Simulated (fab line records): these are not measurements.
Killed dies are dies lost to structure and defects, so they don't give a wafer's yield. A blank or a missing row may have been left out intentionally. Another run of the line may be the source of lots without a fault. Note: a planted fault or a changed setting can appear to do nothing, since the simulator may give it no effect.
Which tool was responsible? | flow rit-cmos | 14 lots, 42 wafers sampled, at 2 steps of a route of 202

## WHAT THE GAUGES SHOWED, per wafer
RIT_SPACER_THK_MEAS_04.
lot  | measured    | on            | SPACER_NITRIDE_THK (nm)
L116 | day 3 03:26 | film-metro-04 | 250.4 249.0 251.5
L117 | day 3 08:24 | film-metro-03 | 248.1 249.3 247.3
L118 | day 3 11:42 | film-metro-03 | 251.1 252.2 251.5
L119 | day 3 17:58 | film-metro-02 | 251.4 252.6 250.6
L120 | day 3 23:08 | film-metro-03 | 248.1 248.3 247.9
L122 | day 4 08:15 | film-metro-04 | 250.4 248.2 248.5
L123 | day 4 14:19 | film-metro-02 | 252.3 256.4 254.8
L124 | day 4 18:18 | film-metro-02 | 249.8 247.7 250.6
L129 | day 5 20:15 | film-metro-03 | 249.7 249.5 250.1
L128 | day 5 21:17 | film-metro-04 | 129.4 130.5 129.4
L130 | day 5 23:52 | film-metro-02 | 129.8 131.6 131.4
L131 | day 6 05:22 | film-metro-04 | 250.9 250.0 249.7
L137 | day 7 12:04 | film-metro-02 | 249.6 252.3 251.1
L138 | day 7 18:15 | film-metro-04 | 249.5 250.6 251.0

## TOOL THAT RAN EACH LOT (tool first, then ch and the chambers of the sampled wafers, then the start)
lot  | RIT_SPACER_CVD_03
L116 | lpcvd-01 ch 1, day 3 01:29
L117 | lpcvd-02 ch 0, day 3 06:28
L118 | lpcvd-02 ch 0, day 3 09:47
L119 | lpcvd-02 ch 0, day 3 16:02
L120 | lpcvd-01 ch 1, day 3 21:12
L122 | lpcvd-02 ch 1, day 4 06:19
L123 | lpcvd-01 ch 0, day 4 12:23
L124 | lpcvd-01 ch 0, day 4 16:23
L129 | lpcvd-01 ch 1, day 5 18:19
L128 | lpcvd-02 ch 1, day 5 19:22
L130 | lpcvd-02 ch 1, day 5 21:57
L131 | lpcvd-01 ch 0, day 6 03:26
L137 | lpcvd-01 ch 1, day 7 10:10
L138 | lpcvd-01 ch 0, day 7 16:20
- RIT_SPACER_CVD_03: deposits Si3N4 from SiH2Cl2/NH3, target thk 250 nm, time 3300 s.

## WHAT THE TOOLS THEMSELVES READ (means of the sampled wafers that have a number; where no wafer has one, the mark that the record gives instead)
RIT_SPACER_CVD_03.
lot  | tool     | spike-tc-source-C (C) | zone-power-centre-pct (%) | zone-power-source-pct (%)
L116 | lpcvd-01 | 832.3                 | 35.6                      | 28
L117 | lpcvd-02 | 832.1                 | 35.0                      | 22
L118 | lpcvd-02 | 831.9                 | 35.1                      | 22
L119 | lpcvd-02 | 833.4                 | 35.6                      | 23
L120 | lpcvd-01 | 831.6                 | 35.6                      | 27
L122 | lpcvd-02 | 835.6                 | 33.0                      | 20
L123 | lpcvd-01 | 831.5                 | 37.8                      | 21
L124 | lpcvd-01 | 830.7                 | 38.4                      | 21
L129 | lpcvd-01 | 833.0                 | 35.8                      | 28
L128 | lpcvd-02 | 836.0                 | 33.0                      | 20
L130 | lpcvd-02 | 835.8                 | 33.0                      | 20
L131 | lpcvd-01 | 829.9                 | 38.2                      | 21
L137 | lpcvd-01 | 832.2                 | 36.1                      | 28
L138 | lpcvd-01 | 831.8                 | 38.0                      | 21

## THE ANSWER, worked out from the rows above alone
Rule: what is usual is taken from the lots themselves. Put in order of their means at a reading, lots are off if they are a third of the lots or fewer, leave a main group of 4 or more, and stand apart from it by a gap of 3 or more times the standard deviation of the main group's means; of several such gaps the widest counts. If all means in a main group match to the digits the tables above print for the reading, that group is not used. Also off: a lot with no number at a reading for which 4 or more lots have one. Any other lot the step has rows for is counted as sound. Order of review: gauges by route order, followed by the tools' own readings, for which a lot's mean as printed above is used. At the first step where some lot is off, the reading lying furthest off is the one used; lots without a number count as furthest.
Off: at RIT_SPACER_THK_MEAS_04 (SPACER_NITRIDE_THK), L128, L130. Main group: mean 250.3 nm, sd 1.7.
A tool fits if, at a process step before that reading, it ran every lot that is off, and no sound lot after the first of them. Those tools and the gauges at RIT_SPACER_THK_MEAS_04 are tried in the same way. One fits: RIT_SPACER_CVD_03 on lpcvd-02. A fault onset in the window from L122 (day 4 06:19, its last sound lot) to L128 (day 5 19:22, its first lot off) fits.

## WHAT THE SIMULATOR PUT IN
lpcvd-02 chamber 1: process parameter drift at RIT_SPACER_CVD_03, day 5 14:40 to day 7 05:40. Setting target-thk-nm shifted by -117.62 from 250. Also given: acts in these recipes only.
Shown lots that were struck: L128, L130. The rule given above showed the same thing.
